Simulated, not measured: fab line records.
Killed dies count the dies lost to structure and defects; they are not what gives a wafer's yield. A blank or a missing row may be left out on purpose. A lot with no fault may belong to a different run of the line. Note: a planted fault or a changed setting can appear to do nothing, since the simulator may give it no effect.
One fault seen from 2 desks || flow berkeleyCmos170 || only its own numbers are on each desk; what lay behind them is given at the end

== FROM THE METROLOGY DESK ==
What the gauges read for every lot (on any tool): the sampled wafers with a number, averaged. The brackets show how far a lot's mean lies from the usual mean; more than 4 standard deviations puts the lot out of limits, marked OUT.
Columns: A = ACTIVE_OVL at UCB170_ACTIVE_OVL_MEAS_14, usual -7 nm; B = PFIELD_TW at UCB170_PFIELD_TW_MEAS_09, usual 606; C = FIELD_OXIDE_LEFT_2_THK at UCB170_FIELD_THK_MEAS_91, usual 353 nm; D = PLDD_RS at UCB170_SDANNEAL_RS_MEAS_04, usual 1032.4 ohm/sq
{"lot": "L453", "first seen here": "day 4 15:51", "A": -12, "B": 617, "C": 330, "D": 1033.2}
{"lot": "L455", "first seen here": "day 5 12:41", "A": -5, "B": 602, "C": 346, "D": 1033.6}
{"lot": "L457", "first seen here": "day 5 13:39", "A": -5, "B": 604, "C": 363, "D": 1028.9}
{"lot": "L460", "first seen here": "day 6 17:53", "A": -6, "B": 600, "C": 360, "D": 1034.7}
{"lot": "L463", "first seen here": "day 6 20:52", "A": -3, "B": 616, "C": 359, "D": 1029.7}
{"lot": "L465", "first seen here": "day 7 06:02", "A": -11, "B": 596, "C": 359, "D": 1032.5}
{"lot": "L464", "first seen here": "day 7 06:10", "A": -3, "B": 599, "C": 356, "D": 1033.8}
{"lot": "L466", "first seen here": "day 7 20:59", "A": -2, "B": 602, "C": 358, "D": "1015.3 (-6.8) OUT"}
{"lot": "L469", "first seen here": "day 8 03:11", "A": -13, "B": 600, "C": 371, "D": "1017.2 (-6.1) OUT"}
{"lot": "L467", "first seen here": "day 8 04:26", "A": -5, "B": 598, "C": 352, "D": 1030.3}
{"lot": "L471", "first seen here": "day 8 04:37", "A": -11, "B": 598, "C": 353, "D": 1031.3}
{"lot": "L474", "first seen here": "day 9 02:16", "A": 0, "B": 609, "C": 359, "D": 1035.7}
{"lot": "L472", "first seen here": "day 9 02:23", "A": -6, "B": 604, "C": 357, "D": 1032.5}
{"lot": "L473", "first seen here": "day 9 02:37", "A": -17, "B": 614, "C": 346, "D": 1030.2}
This desk's finding: out of limits on L466, L469; first on L466, day 10 13:09 (PLDD_RS at UCB170_SDANNEAL_RS_MEAS_04). L453, L455, L457, L460, L463, L465, L464, L467, L471, L474, L472, L473 stayed within limits.

== DESK OF THE TOOL OWNER: implanter-04 ==
The tool's own readings at UCB170_PLDD_IMPLANT_09, given as means over the sampled wafers that have a number, one for each lot that went through this tool. The brackets show how far a lot's mean lies from the usual mean; more than 4 standard deviations puts the lot out of limits, marked OUT.
Columns: A = doseIonsCm2 at UCB170_PLDD_IMPLANT_09, usual 4.999e+13; B = faradayCurrentUA at UCB170_PLDD_IMPLANT_09, usual 158
{"lot": "L453", "first seen here": "day 7 05:34", "A": 5.000e+13, "B": 158}
{"lot": "L455", "first seen here": "day 8 02:55", "A": 5.000e+13, "B": 158}
{"lot": "L463", "first seen here": "day 9 00:31", "A": 4.998e+13, "B": 157}
{"lot": "L460", "first seen here": "day 9 01:17", "A": 5.000e+13, "B": 157}
{"lot": "L465", "first seen here": "day 9 07:46", "A": 5.004e+13, "B": 160}
{"lot": "L466", "first seen here": "day 10 00:28", "A": "5.201e+13 (+33) OUT", "B": 165}
{"lot": "L469", "first seen here": "day 10 10:47", "A": "5.210e+13 (+35) OUT", "B": 167}
This desk's verdict: out of limits on L466, L469, starting with L466 at day 10 00:28 (doseIonsCm2 at UCB170_PLDD_IMPLANT_09). L453, L455, L463, L460, L465 stayed within limits.

== PUT TOGETHER ==
On L466, L469, at day 10 00:28, an alarm was possible from the tool owner's desk.
L466, L469 would have let the metrology desk raise an alarm at day 10 13:09.
Every lot named ran UCB170_PLDD_IMPLANT_09 on implanter-04.

== WHAT THE SIMULATOR HAD INSERTED ==
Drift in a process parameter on implanter-04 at UCB170_PLDD_IMPLANT_09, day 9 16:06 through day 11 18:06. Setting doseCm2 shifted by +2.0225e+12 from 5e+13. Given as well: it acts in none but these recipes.
Struck lots among those shown: L466, L469.
Fault start to first reading out of limits, in hours, per desk: tool owner, 8; metrology, 21.
